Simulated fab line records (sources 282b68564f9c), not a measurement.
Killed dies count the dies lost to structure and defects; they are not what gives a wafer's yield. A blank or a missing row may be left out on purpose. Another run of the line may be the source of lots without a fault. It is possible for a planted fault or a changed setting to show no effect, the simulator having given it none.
A sampling plan put to the test ; flow ritCmos ; 8 faults told of in these records, all on one fab line, each judged by the records of the lots it struck
The line's own looks make up the plan; these are the steps of the route where a gauge or inspection reads the wafer and leaves it unchanged. Where struck wafers have a number at a look and the file lists that look's usual mean and standard deviation on fault-free wafers, the look can be judged. Caught: a look later than the fault's first step finds the struck wafers' mean 4 or more of those standard deviations (sigma) from the usual mean. On the tool: here the same test is run on the tool's own readings at the fault's steps. Caught also covers a different recipe on the struck wafers, or a record left blank for those wafers only.

== THE FAULTS, as the simulator had put them in ==
1. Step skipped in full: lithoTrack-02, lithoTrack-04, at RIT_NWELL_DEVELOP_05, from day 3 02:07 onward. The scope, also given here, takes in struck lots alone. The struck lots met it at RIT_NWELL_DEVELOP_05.
2. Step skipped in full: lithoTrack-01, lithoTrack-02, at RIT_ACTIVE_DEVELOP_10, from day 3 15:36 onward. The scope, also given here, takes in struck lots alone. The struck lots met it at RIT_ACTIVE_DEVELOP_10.
3. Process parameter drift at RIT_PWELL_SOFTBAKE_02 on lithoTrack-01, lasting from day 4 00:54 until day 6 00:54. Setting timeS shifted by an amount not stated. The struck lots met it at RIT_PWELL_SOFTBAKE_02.
4. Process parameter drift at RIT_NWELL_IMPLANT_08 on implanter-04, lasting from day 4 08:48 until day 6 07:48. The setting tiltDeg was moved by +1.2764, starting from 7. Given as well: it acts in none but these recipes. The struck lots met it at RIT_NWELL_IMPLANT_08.
5. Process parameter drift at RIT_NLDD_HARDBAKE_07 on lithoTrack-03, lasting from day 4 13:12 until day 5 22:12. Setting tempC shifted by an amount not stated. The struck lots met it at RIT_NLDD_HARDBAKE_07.
6. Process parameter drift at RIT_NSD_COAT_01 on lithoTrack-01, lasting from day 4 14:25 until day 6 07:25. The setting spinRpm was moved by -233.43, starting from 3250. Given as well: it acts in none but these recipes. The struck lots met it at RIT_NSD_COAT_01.
7. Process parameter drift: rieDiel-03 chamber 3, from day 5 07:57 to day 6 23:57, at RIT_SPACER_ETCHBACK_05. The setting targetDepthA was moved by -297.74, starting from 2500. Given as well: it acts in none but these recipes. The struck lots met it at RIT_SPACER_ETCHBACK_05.
8. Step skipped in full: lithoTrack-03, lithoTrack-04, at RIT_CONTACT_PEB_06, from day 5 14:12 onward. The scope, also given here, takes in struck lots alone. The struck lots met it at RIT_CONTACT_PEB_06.

== WHAT THE PLAN SAW ==
fault;on the tool itself;first look that catches it;reading, sigma;median hours from its first step to that look;hours from the fault's start to the first struck lot there;judged looks passed uncaught
1;the tool's record is blank for the struck wafers;no look after it can be judged;-;-;-;0
2;the tool's record is blank for the struck wafers;no look after it can be judged;-;-;-;0
3;heaterPowerTotalW +45 sigma;not the one look that can be judged after it;-;-;-;1
4;tiltDeg +70 sigma;no look after it can be judged;-;-;-;0
5;heaterPowerTotalW +27 sigma;no look after it can be judged;-;-;-;0
6;spinSpeedRpm -96 sigma;no look after it can be judged;-;-;-;0
7;oesProductAu +6.1 sigma;no look after it can be judged;-;-;-;0
8;no reading that can be judged;no look after it can be judged;-;-;-;0
A dash: the fault isn't caught, or these records don't give the number.

Caught at a look: 0 of 8. Caught on the tool: 7 of 8. By one or the other: 7 of 8.
Caught on the tool alone: faults 1, 2, 3, 4, 5, 6, 7.
Caught by neither: fault 8.
